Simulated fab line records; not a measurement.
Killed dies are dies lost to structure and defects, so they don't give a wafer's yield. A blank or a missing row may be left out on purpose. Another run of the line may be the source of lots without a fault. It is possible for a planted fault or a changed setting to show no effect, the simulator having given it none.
fab line records :: flow ritCmos
record
  lots=6
  wafers=18
  lastDay=8
route steps=202 shown GATE@83 M1@202
lots untouched by any fault: they come from a run of this same line in which no faults occurred
startH: start of the lot's first displayed wafer, in hours after the record's first day :: waitH: time in hours since the lot's previous step :: " identical to the entry in the row above :: L1.1+2: a row that stands for several wafers :: - no value present, or no start provided :: * or withheld: withheld :: < > ~ a bound
route shown NAME@n: names a module that has steps shown in the file, with the first one's number in the route :: usual: average and standard deviation across the fault-free wafers :: same: alike in all rows :: chamber/n: place in a boat :: sites: the reading at each site :: _std_site: how widely they spread, as a standard deviation :: _edge_site: mean of outer sites minus mean of inner sites :: radiusMm: for every site, how far away it sits from the centre of the wafer :: mask NAME#n: copy n :: behind: tool/chamber where the wafer was last shaped :: hold: the reason the lot was held/the length of the hold in hours/how it ended :: device: whichever transistor did not switch (one of n, p or np) :: end of line: tests run on the same wafers once the route is complete :: a step given without rows: its recipe and nothing more :: killed: count of dies lost to structure and defects at first sort (not the wafer's yield) :: map: per-die view of a wafer (x killed, . not killed, _ where there is no die)
set.NAME: the setting as run; set.NAME@STEP: as run at that earlier step :: model.NAME: the simulator's own value behind a step, which no gauge read
lots at some steps of the route; a table a step, a row a wafer
services: from which hour (startH, from the record's first day; less than 0 if before it) a tool's chamber was out of use, for how many hours, and why
## steps
# step RIT_GATE_THK_MEAS_07
# recipe
  reads=SiO2_of_GATE_OXIDATION_05
# usual
  GATE_OXIDE_THK=3.00/0.072
lot.wafer: L708.2
tool: filmMetro-01
chamber: -
startH: 64.49
waitH: 0.0
GATE_OXIDE_THK[nm]: 3.01

lot.wafer: L708.3
tool: filmMetro-01
chamber: -
startH: 64.49
waitH: 0.0
GATE_OXIDE_THK[nm]: 3.11

lot.wafer: L708.6
tool: filmMetro-01
chamber: -
startH: 64.49
waitH: 0.0
GATE_OXIDE_THK[nm]: 3.05

lot.wafer: L711.2
tool: filmMetro-01
chamber: -
startH: 83.30
waitH: 0.0
GATE_OXIDE_THK[nm]: 3.05

lot.wafer: L711.5
tool: filmMetro-01
chamber: -
startH: 83.30
waitH: 0.0
GATE_OXIDE_THK[nm]: 3.12

lot.wafer: L711.6
tool: filmMetro-01
chamber: -
startH: 83.30
waitH: 0.0
GATE_OXIDE_THK[nm]: 3.02

lot.wafer: L712.1
tool: filmMetro-03
chamber: -
startH: 91.46
waitH: 0.0
GATE_OXIDE_THK[nm]: 2.95

lot.wafer: L712.4
tool: filmMetro-03
chamber: -
startH: 91.46
waitH: 0.0
GATE_OXIDE_THK[nm]: 2.95

lot.wafer: L712.6
tool: filmMetro-03
chamber: -
startH: 91.46
waitH: 0.0
GATE_OXIDE_THK[nm]: 3.01

lot.wafer: L718.2
tool: filmMetro-01
chamber: -
startH: 120.63
waitH: 0.0
GATE_OXIDE_THK[nm]: 2.90

lot.wafer: L718.3
tool: filmMetro-01
chamber: -
startH: 120.63
waitH: 0.0
GATE_OXIDE_THK[nm]: 2.94

lot.wafer: L718.4
tool: filmMetro-01
chamber: -
startH: 120.63
waitH: 0.0
GATE_OXIDE_THK[nm]: 2.94

lot.wafer: L720.3
tool: filmMetro-04
chamber: -
startH: 131.19
waitH: 0.0
GATE_OXIDE_THK[nm]: 3.07

lot.wafer: L720.4
tool: filmMetro-04
chamber: -
startH: 131.19
waitH: 0.0
GATE_OXIDE_THK[nm]: 3.13

lot.wafer: L720.6
tool: filmMetro-04
chamber: -
startH: 131.19
waitH: 0.0
GATE_OXIDE_THK[nm]: 3.15

lot.wafer: L725.2
tool: filmMetro-01
chamber: -
startH: 160.73
waitH: 0.0
GATE_OXIDE_THK[nm]: 2.98

lot.wafer: L725.3
tool: filmMetro-01
chamber: -
startH: 160.73
waitH: 0.0
GATE_OXIDE_THK[nm]: 3.07

lot.wafer: L725.5
tool: filmMetro-01
chamber: -
startH: 160.73
waitH: 0.0
GATE_OXIDE_THK[nm]: 3.01
# step RIT_GATE_CVD_08
# recipe
  material=poly-Si
  targetThkNm=250
  tempC=610
  precursor=SiH4
  timeS=2220
  pressureMtorr=300
  sih4FlowSccm=100
# step RIT_GATE_THK_MEAS_09
# recipe
  reads=poly-Si_of_GATE_CVD_08
# usual
  GATE_POLY_THK=250/3.2
lot.wafer: L708.2
tool: filmMetro-04
chamber: -
startH: 67.04
waitH: 0.0
GATE_POLY_THK[nm]: 254

lot.wafer: L708.3
tool: filmMetro-04
chamber: -
startH: 67.04
waitH: 0.0
GATE_POLY_THK[nm]: 254

lot.wafer: L708.6
tool: filmMetro-04
chamber: -
startH: 67.04
waitH: 0.0
GATE_POLY_THK[nm]: 253

lot.wafer: L711.2
tool: filmMetro-03
chamber: -
startH: 84.98
waitH: 0.0
GATE_POLY_THK[nm]: 249

lot.wafer: L711.5
tool: filmMetro-03
chamber: -
startH: 84.98
waitH: 0.0
GATE_POLY_THK[nm]: 248

lot.wafer: L711.6
tool: filmMetro-03
chamber: -
startH: 84.98
waitH: 0.0
GATE_POLY_THK[nm]: 247

lot.wafer: L712.1
tool: filmMetro-03
chamber: -
startH: 93.13
waitH: 0.0
GATE_POLY_THK[nm]: 251

lot.wafer: L712.4
tool: filmMetro-03
chamber: -
startH: 93.13
waitH: 0.0
GATE_POLY_THK[nm]: 251

lot.wafer: L712.6
tool: filmMetro-03
chamber: -
startH: 93.13
waitH: 0.0
GATE_POLY_THK[nm]: 252

lot.wafer: L718.2
tool: filmMetro-01
chamber: -
startH: 123.47
waitH: 0.0
GATE_POLY_THK[nm]: 252

lot.wafer: L718.3
tool: filmMetro-01
chamber: -
startH: 123.47
waitH: 0.0
GATE_POLY_THK[nm]: 254

lot.wafer: L718.4
tool: filmMetro-01
chamber: -
startH: 123.47
waitH: 0.0
GATE_POLY_THK[nm]: 254

lot.wafer: L720.3
tool: filmMetro-04
chamber: -
startH: 132.86
waitH: 0.0
GATE_POLY_THK[nm]: 250

lot.wafer: L720.4
tool: filmMetro-04
chamber: -
startH: 132.86
waitH: 0.0
GATE_POLY_THK[nm]: 248

lot.wafer: L720.6
tool: filmMetro-04
chamber: -
startH: 132.86
waitH: 0.0
GATE_POLY_THK[nm]: 249

lot.wafer: L725.2
tool: filmMetro-01
chamber: -
startH: 162.41
waitH: 0.0
GATE_POLY_THK[nm]: 251

lot.wafer: L725.3
tool: filmMetro-01
chamber: -
startH: 162.41
waitH: 0.0
GATE_POLY_THK[nm]: 250

lot.wafer: L725.5
tool: filmMetro-01
chamber: -
startH: 162.41
waitH: 0.0
GATE_POLY_THK[nm]: 252
# step RIT_GATE_HMDS_10
# recipe
  primeTimeS=60
  primeTempC=140
# step RIT_GATE_COAT_11
# recipe
  resist=NOVOLAK
  spinRpm=4303
  resistThkNm=850
# step RIT_GATE_SOFTBAKE_12
# recipe
  resist=NOVOLAK
  tempC=90
  timeS=60
# step RIT_GATE_EXPOSE_13
# recipe
  maskId=M6
  na=0.6
  sourceShape=conventional
  sigmaOuter=0.6
  targetCdNm=150
  doseMj=380
# step RIT_GATE_PEB_14
# recipe
  resist=NOVOLAK
  tempC=withheld
  timeS=withheld
# step RIT_GATE_DEVELOP_15
# recipe
  resist=NOVOLAK
  developTimeS=50
  devTempC=23
# step RIT_GATE_CD_MEAS_16
# recipe
  targetCdNm=150
# usual
  cdNm=147/3.2
lot.wafer: L708.2
tool: cdSem-02
chamber: -
startH: 68.09
waitH: -
cdNm: 153

lot.wafer: L708.3
tool: cdSem-02
chamber: -
startH: 68.09
waitH: -
cdNm: 150

lot.wafer: L708.6
tool: cdSem-02
chamber: -
startH: 68.09
waitH: -
cdNm: 153

lot.wafer: L711.2
tool: cdSem-02
chamber: -
startH: 86.03
waitH: -
cdNm: 148

lot.wafer: L711.5
tool: cdSem-02
chamber: -
startH: 86.03
waitH: -
cdNm: 149

lot.wafer: L711.6
tool: cdSem-02
chamber: -
startH: 86.03
waitH: -
cdNm: 145

lot.wafer: L712.1
tool: cdSem-01
chamber: -
startH: 94.28
waitH: -
cdNm: 151

lot.wafer: L712.4
tool: cdSem-01
chamber: -
startH: 94.28
waitH: -
cdNm: 149

lot.wafer: L712.6
tool: cdSem-01
chamber: -
startH: 94.28
waitH: -
cdNm: 149

lot.wafer: L718.2
tool: cdSem-01
chamber: -
startH: 124.57
waitH: -
cdNm: 149

lot.wafer: L718.3
tool: cdSem-01
chamber: -
startH: 124.57
waitH: -
cdNm: 145

lot.wafer: L718.4
tool: cdSem-01
chamber: -
startH: 124.57
waitH: -
cdNm: 148

lot.wafer: L720.3
tool: cdSem-01
chamber: -
startH: 133.92
waitH: -
cdNm: 147

lot.wafer: L720.4
tool: cdSem-01
chamber: -
startH: 133.92
waitH: -
cdNm: 148

lot.wafer: L720.6
tool: cdSem-01
chamber: -
startH: 133.92
waitH: -
cdNm: 148

lot.wafer: L725.2
tool: cdSem-01
chamber: -
startH: 163.65
waitH: -
cdNm: 150

lot.wafer: L725.3
tool: cdSem-01
chamber: -
startH: 163.65
waitH: -
cdNm: 151

lot.wafer: L725.5
tool: cdSem-01
chamber: -
startH: 163.65
waitH: -
cdNm: 148
# step RIT_GATE_OVL_MEAS_17
# usual
  GATE_OVL=0.1/1.5
lot.wafer: L708.2
tool: overlay-01
chamber: -
startH: 68.19
waitH: 0.1
GATE_OVL[nm]: 1.9

lot.wafer: L708.3
tool: overlay-01
chamber: -
startH: 68.19
waitH: 0.1
GATE_OVL[nm]: 1.0

lot.wafer: L708.6
tool: overlay-01
chamber: -
startH: 68.19
waitH: 0.1
GATE_OVL[nm]: 2.2

lot.wafer: L711.2
tool: overlay-02
chamber: -
startH: 86.13
waitH: 0.1
GATE_OVL[nm]: 0.5

lot.wafer: L711.5
tool: overlay-02
chamber: -
startH: 86.13
waitH: 0.1
GATE_OVL[nm]: -0.7

lot.wafer: L711.6
tool: overlay-02
chamber: -
startH: 86.13
waitH: 0.1
GATE_OVL[nm]: -0.8

lot.wafer: L712.1
tool: overlay-02
chamber: -
startH: 94.40
waitH: 0.1
GATE_OVL[nm]: -2.0

lot.wafer: L712.4
tool: overlay-02
chamber: -
startH: 94.40
waitH: 0.1
GATE_OVL[nm]: 1.6

lot.wafer: L712.6
tool: overlay-02
chamber: -
startH: 94.40
waitH: 0.1
GATE_OVL[nm]: -0.1

lot.wafer: L718.2
tool: overlay-01
chamber: -
startH: 124.68
waitH: 0.1
GATE_OVL[nm]: 0.5

lot.wafer: L718.3
tool: overlay-01
chamber: -
startH: 124.68
waitH: 0.1
GATE_OVL[nm]: -0.4

lot.wafer: L718.4
tool: overlay-01
chamber: -
startH: 124.68
waitH: 0.1
GATE_OVL[nm]: 2.2

lot.wafer: L720.3
tool: overlay-02
chamber: -
startH: 134.01
waitH: 0.1
GATE_OVL[nm]: 1.2

lot.wafer: L720.4
tool: overlay-02
chamber: -
startH: 134.01
waitH: 0.1
GATE_OVL[nm]: -1.0

lot.wafer: L720.6
tool: overlay-02
chamber: -
startH: 134.01
waitH: 0.1
GATE_OVL[nm]: 0.0

lot.wafer: L725.2
tool: overlay-01
chamber: -
startH: 163.76
waitH: 0.1
GATE_OVL[nm]: 2.1

lot.wafer: L725.3
tool: overlay-01
chamber: -
startH: 163.76
waitH: 0.1
GATE_OVL[nm]: 1.6

lot.wafer: L725.5
tool: overlay-01
chamber: -
startH: 163.76
waitH: 0.1
GATE_OVL[nm]: 0.1
# step RIT_GATE_HARDBAKE_18
# recipe
  resist=NOVOLAK
  tempC=140
  timeS=60
# step RIT_GATE_ETCH_19
# recipe
  chemistry=SF6/CHF3/O2
  timeS=165
  SF6_flow_sccm=30
  CHF3_flow_sccm=30
  O2_flow_sccm=5
  target=poly-Si
  pressureMtorr=40
  rfW=160
  targetDepthA=3125
  overEtchFrac=0.25
  stopOn=SiO2
# usual
  drypumpMotorCurrentA=5.50/0.23
  oesProductAu=0.844/0.015
  rfFwdPowerW=159.5/0.53
  throttleValvePct=10.29/0.17
lot.wafer: L708.2
tool: rieSi-02
chamber: 3
startH: 68.37
waitH: 0.1
drypumpMotorCurrentA: 5.56
oesProductAu: 0.847
rfFwdPowerW: 159.4
rfHoursCounterH: 68
throttleValvePct: 10.39
model.NOVOLAK_of_GATE_COAT_11.thkNm: 666.6

lot.wafer: L708.3
tool: rieSi-02
chamber: 0
startH: 68.37
waitH: 0.1
drypumpMotorCurrentA: 5.06
oesProductAu: 0.844
rfFwdPowerW: 158.8
rfHoursCounterH: 95
throttleValvePct: 10.24
model.NOVOLAK_of_GATE_COAT_11.thkNm: 668.8

lot.wafer: L708.6
tool: rieSi-02
chamber: 1
startH: 68.37
waitH: 0.1
drypumpMotorCurrentA: 5.37
oesProductAu: 0.835
rfFwdPowerW: 159.7
rfHoursCounterH: -
throttleValvePct: 10.23
model.NOVOLAK_of_GATE_COAT_11.thkNm: 666.2

lot.wafer: L711.2
tool: rieSi-01
chamber: 3
startH: 86.31
waitH: 0.1
drypumpMotorCurrentA: 5.70
oesProductAu: 0.848
rfFwdPowerW: 159.1
rfHoursCounterH: 126
throttleValvePct: 9.94
model.NOVOLAK_of_GATE_COAT_11.thkNm: 670.8

lot.wafer: L711.5
tool: rieSi-01
chamber: 2
startH: 86.31
waitH: 0.1
drypumpMotorCurrentA: 5.67
oesProductAu: 0.856
rfFwdPowerW: 159.4
rfHoursCounterH: -
throttleValvePct: 10.42
model.NOVOLAK_of_GATE_COAT_11.thkNm: 670.2

lot.wafer: L711.6
tool: rieSi-01
chamber: 3
startH: 86.31
waitH: 0.1
drypumpMotorCurrentA: 5.68
oesProductAu: 0.839
rfFwdPowerW: 159.6
rfHoursCounterH: -
throttleValvePct: 9.94
model.NOVOLAK_of_GATE_COAT_11.thkNm: 669.4

lot.wafer: L712.1
tool: rieSi-02
chamber: 0
startH: 94.59
waitH: 0.1
drypumpMotorCurrentA: 5.06
oesProductAu: 0.837
rfFwdPowerW: 158.2
rfHoursCounterH: 95
throttleValvePct: 10.24
model.NOVOLAK_of_GATE_COAT_11.thkNm: 666.7

lot.wafer: L712.4
tool: rieSi-02
chamber: 1
startH: 94.59
waitH: 0.1
drypumpMotorCurrentA: 5.37
oesProductAu: 0.837
rfFwdPowerW: 159.8
rfHoursCounterH: 58
throttleValvePct: 10.23
model.NOVOLAK_of_GATE_COAT_11.thkNm: 660.8

lot.wafer: L712.6
tool: rieSi-02
chamber: 2
startH: 94.59
waitH: 0.1
drypumpMotorCurrentA: 5.60
oesProductAu: 0.828
rfFwdPowerW: 159.8
rfHoursCounterH: -
throttleValvePct: 10.41
model.NOVOLAK_of_GATE_COAT_11.thkNm: 663.3

lot.wafer: L718.2
tool: rieSi-02
chamber: 1
startH: 124.86
waitH: 0.1
drypumpMotorCurrentA: 5.36
oesProductAu: 0.830
rfFwdPowerW: 133.5
rfHoursCounterH: 58
throttleValvePct: 10.23
model.NOVOLAK_of_GATE_COAT_11.thkNm: 676.6

lot.wafer: L718.3
tool: rieSi-02
chamber: 3
startH: 124.86
waitH: 0.1
drypumpMotorCurrentA: 5.64
oesProductAu: 0.844
rfFwdPowerW: 134.1
rfHoursCounterH: 68
throttleValvePct: 10.39
model.NOVOLAK_of_GATE_COAT_11.thkNm: 678.5

lot.wafer: L718.4
tool: rieSi-02
chamber: 2
startH: 124.86
waitH: 0.1
drypumpMotorCurrentA: 5.61
oesProductAu: 0.830
rfFwdPowerW: 133.4
rfHoursCounterH: 72
throttleValvePct: 10.42
model.NOVOLAK_of_GATE_COAT_11.thkNm: 677.9

lot.wafer: L720.3
tool: rieSi-02
chamber: 2
startH: 134.18
waitH: 0.1
drypumpMotorCurrentA: 5.62
oesProductAu: 0.827
rfFwdPowerW: 133.1
rfHoursCounterH: 72
throttleValvePct: 10.41
model.NOVOLAK_of_GATE_COAT_11.thkNm: 676.1

lot.wafer: L720.4
tool: rieSi-02
chamber: 3
startH: 134.18
waitH: 0.1
drypumpMotorCurrentA: 5.60
oesProductAu: 0.836
rfFwdPowerW: 134.0
rfHoursCounterH: 68
throttleValvePct: 10.40
model.NOVOLAK_of_GATE_COAT_11.thkNm: 675.3

lot.wafer: L720.6
tool: rieSi-02
chamber: 1
startH: 134.18
waitH: 0.1
drypumpMotorCurrentA: 5.38
oesProductAu: 0.834
rfFwdPowerW: 133.9
rfHoursCounterH: -
throttleValvePct: 10.23
model.NOVOLAK_of_GATE_COAT_11.thkNm: 675.7

lot.wafer: L725.2
tool: rieSi-01
chamber: 3
startH: 163.94
waitH: 0.1
drypumpMotorCurrentA: 5.74
oesProductAu: 0.845
rfFwdPowerW: 159.3
rfHoursCounterH: 126
throttleValvePct: 9.93
model.NOVOLAK_of_GATE_COAT_11.thkNm: 672.7

lot.wafer: L725.3
tool: rieSi-01
chamber: 0
startH: 163.94
waitH: 0.1
drypumpMotorCurrentA: 5.31
oesProductAu: 0.853
rfFwdPowerW: 158.9
rfHoursCounterH: 4
throttleValvePct: 10.37
model.NOVOLAK_of_GATE_COAT_11.thkNm: 667

lot.wafer: L725.5
tool: rieSi-01
chamber: 3
startH: 163.94
waitH: 0.1
drypumpMotorCurrentA: 5.74
oesProductAu: 0.851
rfFwdPowerW: 158.6
rfHoursCounterH: -
throttleValvePct: 9.94
model.NOVOLAK_of_GATE_COAT_11.thkNm: 671.2
# step RIT_GATE_STRIP_20
# recipe
  chemistry=O2
  timeS=180
  resist=NOVOLAK
  platenTempC=withheld
  powerW=500
  pressureMtorr=4000
  o2FlowSccm=4176
# usual
  drypumpMotorCurrentA=5.9/0.4
lot.wafer: L708.2
tool: plasmaAsher-03
chamber: 1
startH: 68.48
waitH: 0.1
drypumpMotorCurrentA: 5.7
rfHoursCounterH: 42

lot.wafer: L708.3
tool: plasmaAsher-03
chamber: 1
startH: 68.48
waitH: 0.1
drypumpMotorCurrentA: 5.7
rfHoursCounterH: -

lot.wafer: L708.6
tool: plasmaAsher-03
chamber: 0
startH: 68.48
waitH: 0.1
drypumpMotorCurrentA: 6.1
rfHoursCounterH: -

lot.wafer: L711.2
tool: plasmaAsher-03
chamber: 0
startH: 86.42
waitH: 0.1
drypumpMotorCurrentA: 6.0
rfHoursCounterH: 44

lot.wafer: L711.5
tool: plasmaAsher-03
chamber: 1
startH: 86.42
waitH: 0.1
drypumpMotorCurrentA: 5.7
rfHoursCounterH: -

lot.wafer: L711.6
tool: plasmaAsher-03
chamber: 0
startH: 86.42
waitH: 0.1
drypumpMotorCurrentA: 6.0
rfHoursCounterH: -

lot.wafer: L712.1
tool: plasmaAsher-04
chamber: 0
startH: 94.70
waitH: 0.1
drypumpMotorCurrentA: 5.8
rfHoursCounterH: 45

lot.wafer: L712.4
tool: plasmaAsher-04
chamber: 1
startH: 94.70
waitH: 0.1
drypumpMotorCurrentA: 6.5
rfHoursCounterH: -

lot.wafer: L712.6
tool: plasmaAsher-04
chamber: 0
startH: 94.70
waitH: 0.1
drypumpMotorCurrentA: 5.8
rfHoursCounterH: -

lot.wafer: L718.2
tool: plasmaAsher-03
chamber: 0
startH: 124.97
waitH: 0.1
drypumpMotorCurrentA: 6.1
rfHoursCounterH: 49

lot.wafer: L718.3
tool: plasmaAsher-03
chamber: 0
startH: 124.97
waitH: 0.1
drypumpMotorCurrentA: 6.0
rfHoursCounterH: -

lot.wafer: L718.4
tool: plasmaAsher-03
chamber: 1
startH: 124.97
waitH: 0.1
drypumpMotorCurrentA: 5.6
rfHoursCounterH: -

lot.wafer: L720.3
tool: plasmaAsher-04
chamber: 1
startH: 134.35
waitH: 0.1
drypumpMotorCurrentA: 6.4
rfHoursCounterH: -

lot.wafer: L720.4
tool: plasmaAsher-04
chamber: 0
startH: 134.35
waitH: 0.1
drypumpMotorCurrentA: 5.8
rfHoursCounterH: -

lot.wafer: L720.6
tool: plasmaAsher-04
chamber: 0
startH: 134.35
waitH: 0.1
drypumpMotorCurrentA: 5.8
rfHoursCounterH: -

lot.wafer: L725.2
tool: plasmaAsher-03
chamber: 0
startH: 164.05
waitH: 0.1
drypumpMotorCurrentA: 6.1
rfHoursCounterH: 52

lot.wafer: L725.3
tool: plasmaAsher-03
chamber: 1
startH: 164.05
waitH: 0.1
drypumpMotorCurrentA: 5.7
rfHoursCounterH: -

lot.wafer: L725.5
tool: plasmaAsher-03
chamber: 1
startH: 164.05
waitH: 0.1
drypumpMotorCurrentA: 5.7
rfHoursCounterH: -
# step RIT_M1_PROBE_99
# usual
  killedAtContacts=0.1/0.23
  killedAtFrontEnd=7/3
  killedDies=7/3
  killedOnRim=2.0/1.2
  killedOpen=3.3/2.1
  killedShort=3.7/1.9
# same
  grossDies=264
  killed_at_M0_to_M3=0
  killed_at_M4_up=0
  killedAtBackSide=0
  killedAtOther=0
lot.wafer: L708.2
tool: prober-02
chamber: -
startH: 89.97
waitH: 0.1
killedAtContacts: 0
killedAtFrontEnd: 6
killedDies: 6
killedOnRim: 1
killedOpen: 1
killedShort: 5

lot.wafer: L708.3
tool: prober-02
chamber: -
startH: 90.02
waitH: 0.2
killedAtContacts: 0
killedAtFrontEnd: 6
killedDies: 6
killedOnRim: 2
killedOpen: 2
killedShort: 4

lot.wafer: L708.6
tool: prober-02
chamber: -
startH: 90.17
waitH: 0.2
killedAtContacts: 0
killedAtFrontEnd: 4
killedDies: 4
killedOnRim: 1
killedOpen: 2
killedShort: 2

lot.wafer: L711.2
tool: prober-01
chamber: -
startH: 107.19
waitH: 0.1
killedAtContacts: 0
killedAtFrontEnd: 8
killedDies: 8
killedOnRim: 4
killedOpen: 0
killedShort: 8

lot.wafer: L711.5
tool: prober-01
chamber: -
startH: 107.34
waitH: 0.2
killedAtContacts: 0
killedAtFrontEnd: 9
killedDies: 9
killedOnRim: 3
killedOpen: 4
killedShort: 5

lot.wafer: L711.6
tool: prober-01
chamber: -
startH: 107.39
waitH: 0.2
killedAtContacts: 0
killedAtFrontEnd: 7
killedDies: 7
killedOnRim: 1
killedOpen: 3
killedShort: 4

lot.wafer: L712.1
tool: prober-02
chamber: -
startH: 115.33
waitH: 0.1
killedAtContacts: 0
killedAtFrontEnd: 8
killedDies: 8
killedOnRim: 1
killedOpen: 4
killedShort: 4

lot.wafer: L712.4
tool: prober-02
chamber: -
startH: 115.48
waitH: 0.2
killedAtContacts: 0
killedAtFrontEnd: 10
killedDies: 10
killedOnRim: 3
killedOpen: 4
killedShort: 6

lot.wafer: L712.6
tool: prober-02
chamber: -
startH: 115.58
waitH: 0.2
killedAtContacts: 0
killedAtFrontEnd: 15
killedDies: 15
killedOnRim: 3
killedOpen: 10
killedShort: 5

lot.wafer: L718.2
tool: prober-02
chamber: -
startH: 144.69
waitH: 0.1
killedAtContacts: 0
killedAtFrontEnd: 7
killedDies: 7
killedOnRim: 5
killedOpen: 4
killedShort: 2

lot.wafer: L718.3
tool: prober-02
chamber: -
startH: 144.74
waitH: 0.2
killedAtContacts: 0
killedAtFrontEnd: 11
killedDies: 11
killedOnRim: 2
killedOpen: 7
killedShort: 0

lot.wafer: L718.4
tool: prober-02
chamber: -
startH: 144.79
waitH: 0.2
killedAtContacts: 0
killedAtFrontEnd: 139
killedDies: 139
killedOnRim: 55
killedOpen: 2
killedShort: 2

lot.wafer: L720.3
tool: prober-02
chamber: -
startH: 154.89
waitH: 0.2
killedAtContacts: 0
killedAtFrontEnd: 67
killedDies: 67
killedOnRim: 16
killedOpen: 1
killedShort: 4

lot.wafer: L720.4
tool: prober-02
chamber: -
startH: 154.94
waitH: 0.2
killedAtContacts: 0
killedAtFrontEnd: 7
killedDies: 7
killedOnRim: 2
killedOpen: 4
killedShort: 3

lot.wafer: L720.6
tool: prober-02
chamber: -
startH: 155.04
waitH: 0.2
killedAtContacts: 0
killedAtFrontEnd: 3
killedDies: 3
killedOnRim: 1
killedOpen: 2
killedShort: 1

lot.wafer: L725.2
tool: prober-01
chamber: -
startH: 187.35
waitH: 0.1
killedAtContacts: 1
killedAtFrontEnd: 8
killedDies: 9
killedOnRim: 3
killedOpen: 3
killedShort: 6

lot.wafer: L725.3
tool: prober-01
chamber: -
startH: 187.40
waitH: 0.2
killedAtContacts: 0
killedAtFrontEnd: 6
killedDies: 6
killedOnRim: 1
killedOpen: 2
killedShort: 4

lot.wafer: L725.5
tool: prober-01
chamber: -
startH: 187.50
waitH: 0.2
killedAtContacts: 0
killedAtFrontEnd: 12
killedDies: 12
killedOnRim: 4
killedOpen: 6
killedShort: 6
# killed by level:class
L708.2 GATE:geometricParticle:short=2 FOX1:geometricParticle:short=1 REOX:geometricParticle:open=1 REOX:geometricParticle:short=1 SPACER:geometricParticle:short=1
L708.3 FOX1:geometricParticle:short=1 FOX2:geometricParticle:open=1 GATE:geometricParticle:short=1 GATE:geometricParticle:open=1 REOX:geometricParticle:short=1 SPACER:geometricParticle:short=1
L708.6 FOX1:geometricParticle:open=1 FOX2:geometricParticle:short=1 SPACER:geometricParticle:short=1 SILICIDE:geometricParticle:open=1
L711.2 FOX2:geometricParticle:short=2 GATE:geometricParticle:short=2 REOX:geometricParticle:short=2 FOX1:geometricParticle:short=1 SILICIDE:geometricParticle:short=1
L711.5 GATE:geometricParticle:open=3 GATE:geometricParticle:short=2 SILICIDE:geometricParticle:short=2 FOX2:geometricParticle:short=1 REOX:geometricParticle:open=1
L711.6 GATE:geometricParticle:short=4 FOX2:geometricParticle:open=1 REOX:geometricParticle:open=1 SILICIDE:geometricParticle:open=1
L712.1 FOX1:geometricParticle:short=2 GATE:geometricParticle:open=2 SILICIDE:geometricParticle:open=2 SPACER:geometricParticle:short=1 SILICIDE:geometricParticle:short=1
L712.4 REOX:geometricParticle:open=3 FOX1:geometricParticle:short=2 GATE:geometricParticle:short=2 SILICIDE:geometricParticle:short=2 SILICIDE:geometricParticle:open=1
L712.6 SPACER:geometricParticle:open=3 FOX1:geometricParticle:short=2 FOX1:geometricParticle:open=2 GATE:geometricParticle:open=2 REOX:geometricParticle:open=2 SPACER:geometricParticle:short=2 FOX2:geometricParticle:open=1 GATE:geometricParticle:short=1
L718.2 GATE:geometricParticle:open=2 SPACER:geometricParticle:open=2 GATE:geometricParticle:short=1 REOX:geometricParticle:short=1 GATE:areaEtch=1
L718.3 GATE:areaEtch=4 GATE:geometricParticle:open=3 FOX2:geometricParticle:open=2 FOX1:geometricParticle:open=1 SILICIDE:geometricParticle:open=1
L718.4 GATE:areaEtch=135 GATE:geometricParticle:open=2 SPACER:geometricParticle:short=2
L720.3 GATE:areaEtch=62 GATE:geometricParticle:short=3 REOX:geometricParticle:short=1 REOX:geometricParticle:open=1
L720.4 FOX1:geometricParticle:open=3 GATE:geometricParticle:short=2 SILICIDE:geometricParticle:short=1 SILICIDE:geometricParticle:open=1
L720.6 FOX1:geometricParticle:open=1 GATE:geometricParticle:open=1 REOX:geometricParticle:short=1
L725.2 GATE:geometricParticle:short=3 SILICIDE:geometricParticle:short=2 REOX:geometricParticle:short=1 REOX:geometricParticle:open=1 SPACER:geometricParticle:open=1 CONTACT:geometricParticle:open=1
L725.3 SILICIDE:geometricParticle:short=2 GATE:geometricParticle:short=1 GATE:geometricParticle:open=1 SPACER:geometricParticle:open=1 SPACER:geometricParticle:short=1
L725.5 FOX1:geometricParticle:short=3 GATE:geometricParticle:open=3 REOX:geometricParticle:short=2 SPACER:geometricParticle:open=2 GATE:geometricParticle:short=1 REOX:geometricParticle:open=1
# map L718.4 (x killed, . not)
________x....xx_______
_____..........x.x____
____.............xx___
___x.x..........xxxx__
__xx.............xxxx_
__xxx...........xx.xx_
_xxxx..x.......xx.xxxx
_x....x.......x.xxxxxx
_xxx.x....xxx...x..xxx
_xxxxx.xxx.x.xxx.xx.xx
__x.xx..x..xx..x.x.xx_
__xxxxxxxxx....x.xxxx_
___xx.xxx..x.xx.xxxx__
____xxxxxxx.xx.xxxx___
_____xxx.xx.xxxxxx____
________xxx.xxx_______
# map L720.3 (x killed, . not)
________......._______
_____....x........____
____..............x___
___.............x.xx__
__............x.x..xx_
__.................xx_
_....xx.........x.x.xx
_........x..xx....x.x.
_.....x....x..x.x....x
_....x...xxxx..xx.xx..
__.x..x.xxx.x........_
__xxxx.xxx....x......_
___x..x..xx.xxxx....__
____.x.xx..x.......___
_____.x.xxx.......____
________x......_______
## services
tool: rieSi-01
chamber: 2
startH: 59.48
hours: -
kind: clean

tool: rieSi-01
chamber: 2
startH: 59.48
hours: 19.1
kind: scheduledDown

tool: rieSi-01
chamber: 2
startH: 59.48
hours: 19.1
kind: ventCycle

tool: plasmaAsher-04
chamber: -
startH: 108.75
hours: 9.0
kind: pm

tool: plasmaAsher-04
chamber: 0
startH: 108.75
hours: 9.0
kind: ventCycle

tool: plasmaAsher-04
chamber: 1
startH: 108.75
hours: 9.0
kind: ventCycle

tool: plasmaAsher-04
chamber: 0
startH: 117.75
hours: -
kind: clean

tool: plasmaAsher-04
chamber: 1
startH: 117.75
hours: -
kind: clean

tool: rieSi-02
chamber: 1
startH: 141.13
hours: 16.2
kind: repair
## key
firstSign
  step=RIT_GATE_ETCH_19
  reading=rfFwdPowerW
  direction=down
  sigmas=49
  usual=159.5
  struck=133.7
effect
  step=RIT_M1_PROBE_99
  reading=killedAtFrontEnd
  direction=up
  sigmas=11
  usual=7
  struck=39
  wafersMoved=2
modelEffect
  step=RIT_GATE_ETCH_19
  value=NOVOLAK_of_GATE_COAT_11.thkNm
  without=663.3
  struck=676.7
moreKillsBornAt
  RIT_GATE_ETCH_19@rieSi-02=202
metAt RIT_GATE_ETCH_19
struckWafers L718.2,L718.3,L718.4,L720.3,L720.4,L720.6
laterRowsLeftOut L718.4
testerLeftOut L718,L720
onsetBetween 94.59 124.86
fault
  kind=processParameterDrift
  tool=rieSi-02
  chamber=-
  onsetH=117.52
  steps=RIT_GATE_ETCH_19
  channel=rfW
  offset=-25.6
  shape=step
  endH=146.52
  stated=160
# testerLeftOut: of these lots the tester's yield and bins aren't shown, on N5 and GAA mostly nor the transistor test; their killed dies are dies lost to structure and defects alone, not to doping, threshold or leakage, so they don't give the yield
# laterRowsLeftOut: the simulator's readings of these wafers behind a module that went badly wrong aren't trusted and aren't shown, but for the sort
